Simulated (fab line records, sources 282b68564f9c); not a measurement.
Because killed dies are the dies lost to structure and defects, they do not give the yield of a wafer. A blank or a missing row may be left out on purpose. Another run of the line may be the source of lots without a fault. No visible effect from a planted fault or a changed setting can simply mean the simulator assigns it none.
fab line records | flow rit_cmos
[record] lots = 5 | wafers = 15 | last_day = 7
route steps=202 shown CONTACT@182 M1@184
lots untouched by any fault: they come from a run of this same line in which no faults occurred
start_h: the number of hours between the record's first day and the start of the first shown wafer of the lot | wait_h: hours since the lot's step before | " unchanged from the row above | L1.1+2: a row that stands for several wafers | - no value, or no start was given | * or withheld: withheld | < > ~ a bound
route shown NAME@n: NAME is a module with steps in the file, n the number in the route of the first one | usual: average and standard deviation across the fault-free wafers | same: alike in all rows | chamber/n: place in a boat | sites: each site's reading | _std_site: the standard deviation of these | _edge_site: mean of outer sites minus mean of inner sites | radius_mm: for every site, how far away it sits from the centre of the wafer | mask NAME#n: copy n | behind: the last tool/chamber to shape the wafer | hold: what put the lot on hold/how long, in hours/how the hold closed | device: the transistor (n, p or np) that didn't switch | end of line: tests of these same wafers at the route's end | where a step has no rows: the recipe by itself | killed: dies that structure and defects cost at the first sort, which is not the same as the wafer's yield | map: per-die view of a wafer (x killed, . not killed, _ where there is no die)
set.NAME: the run value of the setting; set.NAME@STEP: its run value at that earlier step | model.NAME: the simulator's own value behind a step, which no gauge read
lots seen at some steps along the route; tables by step, rows by wafer
services: a tool's chamber out of use, with start hour (start_h, from the record's first day; less than 0 if before it), hours out, and reason
[[steps]]
[step RIT_CONTACT_CLEAN_13]
[recipe] chemistry = SC1 | mix = 3:3:50 | time_s = 600 | temp_c = 75
lot.wafer  | tool         | chamber | start_h | wait_h
L075.3+5+6 | wet_bench-03 | 2       | 58.10   | 0.1
L079.1+2+5 | wet_bench-01 | 2       | 78.37   | 0.1
L093.2+4+5 | wet_bench-01 | 2       | 148.89  | 0.1
L096.1+4+6 | wet_bench-04 | 1       | 168.68  | 0.1
L097.1+3+4 | wet_bench-03 | 2       | 174.21  | 0.1
[step RIT_CONTACT_CLEAN_14]
[recipe] chemistry = SC2 | mix = 3:3:50 | time_s = 600 | temp_c = 75 | dry = n2_spin
lot.wafer  | tool         | chamber | start_h | wait_h
L075.3+5+6 | wet_bench-04 | 0       | 58.29   | 0.0
L079.1+2+5 | wet_bench-04 | 3       | 78.54   | 0.0
L093.2+4+5 | wet_bench-04 | 1       | 149.06  | 0.0
L096.1+4+6 | wet_bench-03 | 3       | 168.86  | 0.0
L097.1+3+4 | wet_bench-04 | 1       | 174.39  | 0.0
[step RIT_M1_SPUTTER_00]
[recipe] material = Al | target_thk_nm = 400 | power_w = 2000 | chamber_pressure_pa = 0.4 | gas = Ar | time_s = 500 | substrate_temp_c = 25
[usual] substrate_temp_c = 25.00/0.1 | throttle_valve_pct = 29.7/1.1
lot.wafer | tool           | chamber | start_h | wait_h | substrate_temp_c | throttle_valve_pct
L075.3    | pvd_sputter-02 | -       | 58.50   | 0.0    | 25.04            | 28.0
L075.5    | "              | -       | "       | "      | 25.16            | 28.2
L075.6    | "              | -       | "       | "      | 24.99            | 28.3
L079.1    | pvd_sputter-02 | -       | 78.72   | 0.0    | 25.05            | 28.0
L079.2    | "              | -       | "       | "      | 24.91            | 29.1
L079.5    | "              | -       | "       | "      | 24.88            | 27.7
L093.2    | pvd_sputter-01 | -       | 149.24  | 0.0    | 25.01            | 30.4
L093.4    | "              | -       | "       | "      | 25.12            | 29.4
L093.5    | "              | -       | "       | "      | 24.90            | 29.6
L096.1    | pvd_sputter-03 | -       | 169.03  | 0.0    | 24.78            | 31.7
L096.4    | "              | -       | "       | "      | 25.17            | 30.8
L096.6    | "              | -       | "       | "      | 25.08            | 30.9
L097.1    | pvd_sputter-02 | -       | 174.58  | 0.0    | 24.83            | 27.8
L097.3    | "              | -       | "       | "      | 25.00            | 29.2
L097.4    | "              | -       | "       | "      | 25.07            | 27.8
[step RIT_M1_RS_MEAS_01]
[recipe] thk_meas_gauge = four-point-probe | reads = Al_of_M1_SPUTTER_00
[usual] M1_AL_RS = 0.0738/0.00072
lot.wafer | tool          | chamber | start_h | wait_h | M1_AL_RS[ohm/sq]
L075.3    | film_metro-01 | -       | 58.83   | 0.2    | 0.0743
L075.5    | "             | -       | "       | "      | 0.0732
L075.6    | "             | -       | "       | "      | 0.0738
L079.1    | film_metro-01 | -       | 79.01   | 0.1    | 0.0735
L079.2    | "             | -       | "       | "      | 0.0733
L079.5    | "             | -       | "       | "      | 0.0732
L093.2    | film_metro-01 | -       | 149.55  | 0.2    | 0.0746
L093.4    | "             | -       | "       | "      | 0.0744
L093.5    | "             | -       | "       | "      | 0.0737
L096.1    | film_metro-03 | -       | 169.33  | 0.1    | 0.0740
L096.4    | "             | -       | "       | "      | 0.0745
L096.6    | "             | -       | "       | "      | 0.0736
L097.1    | film_metro-01 | -       | 174.88  | 0.1    | 0.0732
L097.3    | "             | -       | "       | "      | 0.0725
L097.4    | "             | -       | "       | "      | 0.0732
[step RIT_M1_THK_MEAS_02]
[recipe] thk_meas_gauge = xrf | reads = Al_of_M1_SPUTTER_00
[usual] M1_AL_THK = 401/4.2
lot.wafer | tool          | chamber | start_h | wait_h | M1_AL_THK[nm]
L075.3    | film_metro-01 | -       | 58.93   | 0.1    | 399
L075.5    | "             | -       | "       | "      | 400
L075.6    | "             | -       | "       | "      | 402
L079.1    | film_metro-01 | -       | 79.13   | 0.1    | 404
L079.2    | "             | -       | "       | "      | 403
L079.5    | "             | -       | "       | "      | 406
L093.2    | film_metro-01 | -       | 149.66  | 0.1    | 398
L093.4    | "             | -       | "       | "      | 396
L093.5    | "             | -       | "       | "      | 398
L096.1    | film_metro-03 | -       | 169.45  | 0.1    | 400
L096.4    | "             | -       | "       | "      | 399
L096.6    | "             | -       | "       | "      | 403
L097.1    | film_metro-01 | -       | 175.00  | 0.1    | 407
L097.3    | "             | -       | "       | "      | 407
L097.4    | "             | -       | "       | "      | 403
[step RIT_M1_HMDS_03]
[recipe] prime_time_s = 60 | prime_temp_c = 140
lot.wafer  | tool           | chamber | start_h | wait_h
L075.3+5+6 | litho_track-04 | 0       | 59.02   | 0.1
L079.1+2+5 | litho_track-01 | 0       | 79.19   | 0.1
L093.2+4+5 | litho_track-03 | 0       | 149.74  | 0.1
L096.1+4+6 | litho_track-04 | 0       | 169.76  | 0.3
L097.1+3+4 | litho_track-01 | 0       | 175.09  | 0.1
[step RIT_M1_COAT_04]
[recipe] resist = NOVOLAK | spin_rpm = 2000 | resist_thk_nm = 1300
lot.wafer  | tool           | chamber | start_h | wait_h
L075.3+5+6 | litho_track-04 | 0       | 59.17   | 0.1
L079.1+2+5 | litho_track-01 | 0       | 79.34   | 0.1
L093.2+4+5 | litho_track-03 | 0       | 149.89  | 0.1
L096.1+4+6 | litho_track-04 | 0       | 169.91  | 0.1
L097.1+3+4 | litho_track-01 | 0       | 175.24  | 0.1
[step RIT_M1_SOFTBAKE_05]
[recipe] resist = NOVOLAK | temp_c = 90 | time_s = 60
lot.wafer  | tool           | chamber | start_h | wait_h
L075.3+5+6 | litho_track-04 | 0       | 59.32   | 0.1
L079.1+2+5 | litho_track-01 | 0       | 79.49   | 0.1
L093.2+4+5 | litho_track-03 | 0       | 150.04  | 0.1
L096.1+4+6 | litho_track-04 | 0       | 170.06  | 0.1
L097.1+3+4 | litho_track-01 | 0       | 175.39  | 0.1
[step RIT_M1_EXPOSE_06]
[recipe] mask_id = M12 | na = 0.6 | source_shape = conventional | sigma_outer = 0.5 | target_cd_nm = 2600 | dose_mj = 250
lot.wafer  | tool             | chamber | start_h | wait_h | mask
L075.3+5+6 | iline_stepper-02 | 0       | 59.59   | 0.2    | M12#0
L079.1+2+5 | iline_stepper-01 | 0       | 79.64   | 0.1    | M12#0
L093.2+4+5 | iline_stepper-01 | 0       | 150.18  | 0.1    | M12#0
L096.1+4+6 | iline_stepper-01 | 0       | 170.34  | 0.2    | M12#0
L097.1+3+4 | iline_stepper-01 | 0       | 175.54  | 0.1    | M12#0
[step RIT_M1_PEB_07]
[recipe] resist = NOVOLAK | temp_c = withheld | time_s = withheld
lot.wafer  | tool           | chamber | start_h | wait_h
L075.3+5+6 | litho_track-03 | 0       | 59.72   | 0.1
L079.1+2+5 | litho_track-04 | 0       | 79.76   | 0.1
L093.2+4+5 | litho_track-01 | 0       | 150.31  | 0.1
L096.1+4+6 | litho_track-01 | 0       | 170.53  | 0.2
L097.1+3+4 | litho_track-03 | 0       | 175.66  | 0.1
[step RIT_M1_DEVELOP_08]
[recipe] resist = NOVOLAK | develop_time_s = 68 | dev_temp_c = 23
lot.wafer  | tool           | chamber | start_h | wait_h
L075.3+5+6 | litho_track-03 | 0       | -       | -
L079.1+2+5 | litho_track-04 | 0       | -       | -
L093.2+4+5 | litho_track-01 | 0       | -       | -
L096.1+4+6 | litho_track-01 | 0       | -       | -
L097.1+3+4 | litho_track-03 | 0       | -       | -
[step RIT_M1_CD_MEAS_09]
[recipe] target_cd_nm = 2600
[usual] cd_nm = 2601.5/2
lot.wafer | tool      | chamber | start_h | wait_h | cd_nm
L075.3    | cd_sem-01 | -       | 60.02   | -      | 2600.0
L075.5    | "         | -       | "       | "      | 2598.7
L075.6    | "         | -       | "       | "      | 2597.7
L079.1    | cd_sem-01 | -       | 80.07   | -      | 2603.6
L079.2    | "         | -       | "       | "      | 2605.6
L079.5    | "         | -       | "       | "      | 2604.3
L093.2    | cd_sem-02 | -       | 150.61  | -      | 2601.6
L093.4    | "         | -       | "       | "      | 2601.7
L093.5    | "         | -       | "       | "      | 2602.0
L096.1    | cd_sem-01 | -       | 170.85  | -      | 2606.6
L096.4    | "         | -       | "       | "      | 2606.8
L096.6    | "         | -       | "       | "      | 2605.5
L097.1    | cd_sem-02 | -       | 175.97  | -      | 2600.3
L097.3    | "         | -       | "       | "      | 2599.4
L097.4    | "         | -       | "       | "      | 2600.7
[step RIT_M1_OVL_MEAS_10]
[usual] M1_OVL = -0.1/1.5
lot.wafer | tool       | chamber | start_h | wait_h | M1_OVL[nm]
L075.3    | overlay-02 | -       | 60.11   | 0.1    | -0.1
L075.5    | "          | -       | "       | "      | -0.9
L075.6    | "          | -       | "       | "      | -0.5
L079.1    | overlay-01 | -       | 80.19   | 0.1    | 0.6
L079.2    | "          | -       | "       | "      | -1.0
L079.5    | "          | -       | "       | "      | 0.0
L093.2    | overlay-01 | -       | 150.72  | 0.1    | 2.0
L093.4    | "          | -       | "       | "      | 0.4
L093.5    | "          | -       | "       | "      | -0.1
L096.1    | overlay-01 | -       | 170.97  | 0.1    | 1.0
L096.4    | "          | -       | "       | "      | 1.1
L096.6    | "          | -       | "       | "      | 1.0
L097.1    | overlay-02 | -       | 176.09  | 0.1    | -1.6
L097.3    | "          | -       | "       | "      | 1.2
L097.4    | "          | -       | "       | "      | 1.7
[step RIT_M1_HARDBAKE_11]
[recipe] resist = NOVOLAK | temp_c = 140 | time_s = 120
lot.wafer  | tool           | chamber | start_h | wait_h
L075.3+5+6 | litho_track-01 | 0       | 60.22   | 0.1
L079.1+2+5 | litho_track-03 | 0       | 80.48   | 0.3
L093.2+4+5 | litho_track-03 | 0       | 150.83  | 0.1
L096.1+4+6 | litho_track-04 | 0       | 171.00  | 0.0
L097.1+3+4 | litho_track-04 | 0       | 176.13  | 0.0
[step RIT_M1_METAL_ETCH_12]
[recipe] stop_on = SiO2 | chemistry = Cl2/BCl3 | target = Al | time_s = 165 | over_etch_frac = 0.5 | pressure_mtorr = 100 | target_depth_a = 6000 | rf_w = 250 | Cl2_flow_sccm = 60 | bcl3_flow_sccm = 50
[usual] drypump_motor_current_A = 5.43/0.19 | mfc_cl2_sccm = 60.00/0.2 | oes_product_au = 0.775/0.013 | throttle_valve_pct = 8.32/0.089
lot.wafer | tool         | chamber | start_h | wait_h | drypump_motor_current_A | mfc_cl2_sccm | oes_product_au | rf_hours_counter_h | throttle_valve_pct
L075.3    | rie_metal-03 | 0       | 60.44   | 0.2    | 5.54                    | 59.90        | 0.766          | -                  | 8.41
L075.5    | "            | 0       | "       | "      | 5.53                    | 59.78        | 0.775          | -                  | 8.39
L075.6    | "            | 1       | "       | "      | 5.19                    | 59.81        | 0.761          | -                  | 8.22
L079.1    | rie_metal-04 | 1       | 80.73   | 0.2    | 5.42                    | 59.89        | 0.782          | 4.5                | 8.48
L079.2    | "            | 0       | "       | "      | 5.42                    | 60.30        | 0.756          | 4.5                | 8.29
L079.5    | "            | 0       | "       | "      | 5.45                    | 60.14        | 0.769          | -                  | 8.31
L093.2    | rie_metal-03 | 1       | 151.04  | 0.2    | 5.15                    | 59.72        | 0.762          | 3.1                | 8.22
L093.4    | "            | 1       | "       | "      | 5.15                    | 59.99        | 0.754          | -                  | 8.24
L093.5    | "            | 0       | "       | "      | 5.54                    | 60.11        | 0.780          | -                  | 8.40
L096.1    | rie_metal-03 | 0       | 171.25  | 0.2    | 5.52                    | 59.69        | 0.772          | 3.6                | 8.39
L096.4    | "            | 0       | "       | "      | 5.52                    | 59.72        | 0.776          | -                  | 8.38
L096.6    | "            | 0       | "       | "      | 5.52                    | 59.80        | 0.771          | -                  | 8.40
L097.1    | rie_metal-04 | 1       | 176.38  | 0.2    | 5.42                    | 60.20        | 0.791          | 5.6                | 8.47
L097.3    | "            | 1       | "       | "      | 5.42                    | 60.23        | 0.790          | -                  | 8.49
L097.4    | "            | 0       | "       | "      | 5.43                    | 60.05        | 0.765          | -                  | 8.31
[step RIT_M1_STRIP_13]
[recipe] chemistry = nmp | resist = NOVOLAK | temp_c = 80 | time_s = 600 | dry = n2_spin
lot.wafer  | tool         | chamber | start_h | wait_h
L075.3+5+6 | wet_bench-01 | 0       | 60.55   | 0.1
L079.1+2+5 | wet_bench-03 | 1       | 80.90   | 0.1
L093.2+4+5 | wet_bench-01 | 0       | 151.20  | 0.1
L096.1+4+6 | wet_bench-02 | 1       | 171.42  | 0.1
L097.1+3+4 | wet_bench-02 | 0       | 176.54  | 0.1
[step RIT_M1_STRIP_14]
[recipe] chemistry = O2 | time_s = 180 | platen_temp_c = withheld | power_w = 500 | pressure_mtorr = 4000 | o2_flow_sccm = 4000
[usual] drypump_motor_current_A = 5.91/0.29
lot.wafer | tool            | chamber | start_h | wait_h | drypump_motor_current_A | rf_hours_counter_h
L075.3    | plasma_asher-01 | 0       | 60.78   | 0.1    | 5.80                    | -
L075.5    | "               | 0       | "       | "      | 5.80                    | -
L075.6    | "               | 1       | "       | "      | 5.90                    | -
L079.1    | plasma_asher-04 | 0       | 81.09   | 0.0    | 6.34                    | 27
L079.2    | "               | 1       | "       | "      | 5.20                    | 27
L079.5    | "               | 1       | "       | "      | 5.23                    | -
L093.2    | plasma_asher-03 | 1       | 151.38  | 0.0    | 5.95                    | 51
L093.4    | "               | 0       | "       | "      | 6.19                    | -
L093.5    | "               | 1       | "       | "      | 5.93                    | -
L096.1    | plasma_asher-04 | 0       | 171.59  | 0.0    | 6.37                    | 38
L096.4    | "               | 1       | "       | "      | 5.20                    | -
L096.6    | "               | 0       | "       | "      | 6.37                    | -
L097.1    | plasma_asher-03 | 0       | 176.71  | 0.0    | 6.13                    | 54
L097.3    | "               | 1       | "       | "      | 5.99                    | -
L097.4    | "               | 0       | "       | "      | 6.13                    | -
[step RIT_M1_CD_MEAS_90]
[recipe] target_cd_nm = 2600
[usual] cd_nm = 2600.3/2.6
lot.wafer | tool      | chamber | start_h | wait_h | cd_nm
L075.3    | cd_sem-01 | -       | 60.94   | 0.1    | 2596.7
L075.5    | "         | -       | "       | "      | 2596.1
L075.6    | "         | -       | "       | "      | 2596.1
L079.1    | cd_sem-01 | -       | 81.26   | 0.1    | 2601.9
L079.2    | "         | -       | "       | "      | 2604.3
L079.5    | "         | -       | "       | "      | 2602.5
L093.2    | cd_sem-01 | -       | 151.57  | 0.1    | 2602.4
L093.4    | "         | -       | "       | "      | 2601.8
L093.5    | "         | -       | "       | "      | 2601.6
L096.1    | cd_sem-01 | -       | 171.77  | 0.1    | 2604.9
L096.4    | "         | -       | "       | "      | 2605.2
L096.6    | "         | -       | "       | "      | 2605.4
L097.1    | cd_sem-01 | -       | 176.89  | 0.1    | 2600.3
L097.3    | "         | -       | "       | "      | 2598.9
L097.4    | "         | -       | "       | "      | 2601.6
[step RIT_M1_ANNEAL_15]
[recipe] temp_c = 450 | time_s = 1800 | ambient = forming_gas_H2N2
[usual] zone_power_load_pct = 6.7/0.79
lot.wafer | tool | chamber | start_h | wait_h | zone_power_load_pct
L075.3    | -    | -       | 61.98   | 1.0    | 6.2
L075.5    | "    | -       | "       | "      | 6.2
L075.6    | "    | -       | "       | "      | 6.1
L079.1    | -    | -       | 81.82   | 0.5    | 7.6
L079.2    | "    | -       | "       | "      | 7.6
L079.5    | "    | -       | "       | "      | 7.6
L093.2    | -    | -       | 152.01  | 0.4    | 6.3
L093.4    | "    | -       | "       | "      | 6.2
L093.5    | "    | -       | "       | "      | 6.1
L096.1    | -    | -       | 173.19  | 1.4    | 6.1
L096.4    | "    | -       | "       | "      | 6.1
L096.6    | "    | -       | "       | "      | 6.1
L097.1    | -    | -       | 177.01  | 0.1    | 5.8
L097.3    | "    | -       | "       | "      | 5.7
L097.4    | "    | -       | "       | "      | 5.8
[step RIT_M1_BOW_MEAS_16]
[recipe] mode = bow
[usual] M1_BOW = 17/6.9
lot.wafer | tool          | chamber | start_h | wait_h | M1_BOW[um]
L075.3    | film_metro-03 | -       | 63.52   | 0.0    | 9
L075.5    | "             | -       | "       | "      | 23
L075.6    | "             | -       | "       | "      | 14
L079.1    | film_metro-01 | -       | 83.32   | 0.0    | 25
L079.2    | "             | -       | "       | "      | 18
L079.5    | "             | -       | "       | "      | 15
L093.2    | film_metro-02 | -       | 153.53  | 0.0    | 15
L093.4    | "             | -       | "       | "      | 14
L093.5    | "             | -       | "       | "      | 11
L096.1    | film_metro-02 | -       | 174.69  | 0.0    | 27
L096.4    | "             | -       | "       | "      | 6
L096.6    | "             | -       | "       | "      | 17
L097.1    | film_metro-01 | -       | 178.51  | 0.0    | 18
L097.3    | "             | -       | "       | "      | 22
L097.4    | "             | -       | "       | "      | 11
[step RIT_M1_PROBE_99]
[usual] defect_limited_yield = 97.5/1.1 | killed_at_contacts = 0.1/0.27 | killed_at_front_end = 6.4/2.9 | killed_dies = 6.5/3 | killed_open = 3.3/1.9 | killed_short = 3.2/1.7 | sort_bin_3_pad_short = 0.1/0.22 | sort_bin_5_function = 1.4/0.79 | sort_bin_6_memory = 1.0/0.6 | sort_n_pass = 257.5/3 | sort_yield_pct = 97.5/1.1
[same] gross_dies = 264 | killed_at_M0_to_M3 = 0 | killed_at_M4_up = 0 | killed_at_back_side = 0 | killed_at_other = 0
lot.wafer | tool      | chamber | start_h | wait_h | defect_limited_yield[%] | killed_at_contacts | killed_at_front_end | killed_dies | killed_open | killed_short | sort_bin_3_pad_short[%] | sort_bin_5_function[%] | sort_bin_6_memory[%] | sort_n_pass | sort_yield_pct[%]
L075.3    | prober-01 | -       | 63.70   | 0.2    | 97.3                    | 0                  | 7                   | 7           | 4           | 3            | 0                       | 1.9                    | 0.8                  | 257.0       | 97.3
L075.5    | prober-01 | -       | 63.80   | 0.2    | 97.7                    | 0                  | 6                   | 6           | 1           | 5            | 0.4                     | 1.5                    | 0.4                  | 258.0       | 97.7
L075.6    | prober-01 | -       | 63.85   | 0.2    | 97.0                    | 0                  | 8                   | 8           | 5           | 3            | 0                       | 1.5                    | 1.5                  | 256.0       | 97.0
L079.1    | prober-01 | -       | 83.44   | 0.1    | 98.1                    | 1                  | 4                   | 5           | 2           | 3            | 0                       | 1.1                    | 0.8                  | 259.0       | 98.1
L079.2    | prober-01 | -       | 83.49   | 0.1    | 96.2                    | 0                  | 10                  | 10          | 5           | 5            | 0                       | 2.3                    | 1.5                  | 254.0       | 96.2
L079.5    | prober-01 | -       | 83.64   | 0.2    | 98.1                    | 0                  | 5                   | 5           | 3           | 2            | 0                       | 1.9                    | 0                    | 259.0       | 98.1
L093.2    | prober-01 | -       | 153.68  | 0.1    | 100.0                   | 0                  | 0                   | 0           | 0           | 0            | 0                       | 0                      | 0                    | 264.0       | 100.0
L093.4    | prober-01 | -       | 153.78  | 0.2    | 98.1                    | 1                  | 4                   | 5           | 2           | 3            | 0                       | 0.8                    | 1.1                  | 259.0       | 98.1
L093.5    | prober-01 | -       | 153.83  | 0.2    | 97.7                    | 0                  | 6                   | 6           | 3           | 3            | 0                       | 1.9                    | 0.4                  | 258.0       | 97.7
L096.1    | prober-02 | -       | 174.81  | 0.1    | 96.6                    | 1                  | 8                   | 9           | 5           | 4            | 0                       | 1.9                    | 1.5                  | 255.0       | 96.6
L096.4    | prober-02 | -       | 174.96  | 0.2    | 98.1                    | 0                  | 5                   | 5           | 2           | 3            | 0                       | 1.5                    | 0.4                  | 259.0       | 98.1
L096.6    | prober-02 | -       | 175.06  | 0.2    | 96.2                    | 0                  | 10                  | 10          | 5           | 5            | 0                       | 2.3                    | 1.5                  | 254.0       | 96.2
// killed by level:class
L075.3 GATE:geometric_particle:open=3 FOX1:geometric_particle:short=1 GATE:geometric_particle:short=1 REOX:geometric_particle:short=1 SPACER:geometric_particle:open=1
L075.5 GATE:geometric_particle:short=2 FOX2:geometric_particle:short=1 GATE:geometric_particle:open=1 SPACER:geometric_particle:short=1 SILICIDE:geometric_particle:short=1
L075.6 FOX2:geometric_particle:open=2 GATE:geometric_particle:short=2 FOX1:geometric_particle:open=1 SPACER:geometric_particle:short=1 SPACER:geometric_particle:open=1 SILICIDE:geometric_particle:open=1
L079.1 GATE:geometric_particle:short=2 GATE:geometric_particle:open=1 SILICIDE:geometric_particle:open=1 CONTACT:geometric_particle:short=1
L079.2 REOX:geometric_particle:short=2 SPACER:geometric_particle:open=2 FOX1:geometric_particle:short=1 FOX1:geometric_particle:open=1 GATE:geometric_particle:short=1 GATE:geometric_particle:open=1 REOX:geometric_particle:open=1 SPACER:geometric_particle:short=1
L079.5 FOX2:geometric_particle:open=1 FOX2:geometric_particle:short=1 GATE:geometric_particle:open=1 GATE:geometric_particle:short=1 REOX:geometric_particle:open=1
L093.4 FOX1:geometric_particle:open=1 GATE:geometric_particle:short=1 GATE:geometric_particle:open=1 SILICIDE:geometric_particle:short=1 CONTACT:geometric_particle:short=1
L093.5 SPACER:geometric_particle:short=2 FOX2:geometric_particle:open=1 REOX:geometric_particle:short=1 REOX:geometric_particle:open=1 SILICIDE:geometric_particle:open=1
L096.1 FOX1:geometric_particle:open=3 GATE:geometric_particle:open=2 SPACER:geometric_particle:short=2 FOX1:geometric_particle:short=1 CONTACT:geometric_particle:short=1
L096.4 GATE:geometric_particle:short=2 FOX1:geometric_particle:open=1 REOX:geometric_particle:open=1 SPACER:geometric_particle:short=1
L096.6 FOX1:geometric_particle:short=3 GATE:geometric_particle:short=2 GATE:geometric_particle:open=2 REOX:geometric_particle:open=1 SPACER:geometric_particle:open=1 SILICIDE:geometric_particle:open=1
[[services]]
tool             | chamber | start_h | hours | kind
furnace-03       | -       | 37.50   | 3.6   | pm
furnace-02       | -       | 43.84   | 3.9   | pm
rie_metal-03     | -       | 44.77   | 14.6  | pm
pvd_sputter-01   | -       | 44.78   | 3.7   | repair
iline_stepper-02 | -       | 49.12   | 1.7   | pm
pvd_sputter-02   | -       | 50.02   | 6.7   | repair
pvd_sputter-01   | -       | 67.50   | 0.5   | repair
wet_bench-01     | -       | 69.76   | 3.5   | repair
furnace-02       | -       | 88.29   | 4.0   | pm
iline_stepper-01 | 0       | 90.26   | -     | calibration
wet_bench-01     | -       | 92.97   | 1.9   | pm
furnace-02       | -       | 94.02   | 2.2   | pm
iline_stepper-01 | -       | 97.70   | 1.7   | pm
furnace-03       | -       | 97.91   | 2.1   | pm
pvd_sputter-01   | -       | 102.39  | 2.7   | repair
rie_metal-03     | 0       | 108.97  | 6.9   | repair
furnace-04       | -       | 117.39  | 2.8   | pm
rie_metal-03     | 0       | 124.74  | 10.8  | repair
wet_bench-03     | -       | 139.15  | 2.4   | repair
plasma_asher-01  | -       | 144.01  | 10.0  | pm
wet_bench-03     | -       | 151.04  | 1.9   | pm
rie_metal-04     | -       | 156.83  | 4.3   | pm
iline_stepper-01 | -       | 163.26  | 4.3   | pm
rie_metal-04     | -       | 168.96  | 1.2   | repair
[[key]]
fault none
